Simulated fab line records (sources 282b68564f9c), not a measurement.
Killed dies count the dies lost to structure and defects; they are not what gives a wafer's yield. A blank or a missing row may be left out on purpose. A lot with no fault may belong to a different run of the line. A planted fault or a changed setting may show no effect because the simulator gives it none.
What tool caused it?    flow rit-cmos    42 wafers sampled from 14 lots at 1 step of a route of 202

== WHAT EACH GAUGE READ, for each wafer ==
The record lacks any reading of a measuring or inspecting step that a usual standard deviation could be used to judge.

== WHAT TOOL EACH LOT RAN ON (gives the tool, then ch and the chambers of the sampled wafers, and finally the start) ==
lot   RIT_CONTACT_ETCH_11
L224  rie-diel-04 ch 1,3, day 3 13:39
L226  rie-diel-04 ch 1,3, day 4 03:11
L227  rie-diel-03 ch 1,2,3, day 4 09:19
L229  rie-diel-03 ch 0,2,3, day 4 16:35
L230  rie-diel-02 ch 1,2, day 5 00:19
L233  rie-diel-02 ch 1,2, day 5 14:06
L234  rie-diel-02 ch 0,1,2, day 5 21:46
L235  rie-diel-03 ch 1,2,3, day 6 00:03
L236  rie-diel-04 ch 0,1,2, day 6 03:08
L238  rie-diel-03 ch 0,2,3, day 6 10:33
L239  rie-diel-03 ch 2,3, day 6 17:23
L240  rie-diel-04 ch 0,2, day 6 23:09
L241  rie-diel-03 ch 0,1, day 7 02:59
L245  rie-diel-02 ch 0,2,3, day 8 03:48
- RIT_CONTACT_ETCH_11: etches SiO2 in CHF3/CF4/Ar, stops on TiSi2, target depth 480 nm, time 320 s.

== WHAT THE TOOLS THEMSELVES READ (means of the sampled wafers that have a number; where no wafer has one, the mark that the record gives instead) ==
RIT_CONTACT_ETCH_11.
lot   tool         drypump-motor-current-A (A)  oes-product-au (a.u.)  throttle-valve-pct (%)
L224  rie-diel-04  5.9                          0.989                  8.90
L226  rie-diel-04  5.9                          0.991                  8.90
L227  rie-diel-03  5.7                          0.984                  8.83
L229  rie-diel-03  5.8                          0.986                  8.82
L230  rie-diel-02  5.9                          0.989                  9.04
L233  rie-diel-02  5.9                          0.987                  8.96
L234  rie-diel-02  5.9                          0.990                  8.94
L235  rie-diel-03  5.7                          0.994                  8.83
L236  rie-diel-04  5.5                          0.982                  8.89
L238  rie-diel-03  5.8                          0.990                  8.82
L239  rie-diel-03  5.4                          0.993                  8.76
L240  rie-diel-04  5.3                          0.984                  8.93
L241  rie-diel-03  6.1                          0.974                  9.02
L245  rie-diel-02  6.1                          0.993                  8.90

== THE ANSWER, worked out from the rows above alone ==
Rule: the lots themselves supply what counts as usual. Put in order of their means at a reading, lots are off if they are a third of the lots or fewer, leave a main group of 4 or more, and stand apart from it by a gap of 3 or more times the standard deviation of the main group's means; of several such gaps the widest counts. Not used: any main group whose means are identical at the precision the tables above print for the reading. Also off: a lot with no number at a reading for which 4 or more lots have one. All remaining lots with rows at the step are treated as sound. After the gauges, taken in route order, come the tools' own readings; for these a lot's mean is taken, as printed above. At the first step where some lot is off, the reading lying furthest off is the one used; lots without a number count as furthest.
No lot is off at any reading shown: from this, nothing can be told.

== WHAT THE SIMULATOR HAD PUT IN ==
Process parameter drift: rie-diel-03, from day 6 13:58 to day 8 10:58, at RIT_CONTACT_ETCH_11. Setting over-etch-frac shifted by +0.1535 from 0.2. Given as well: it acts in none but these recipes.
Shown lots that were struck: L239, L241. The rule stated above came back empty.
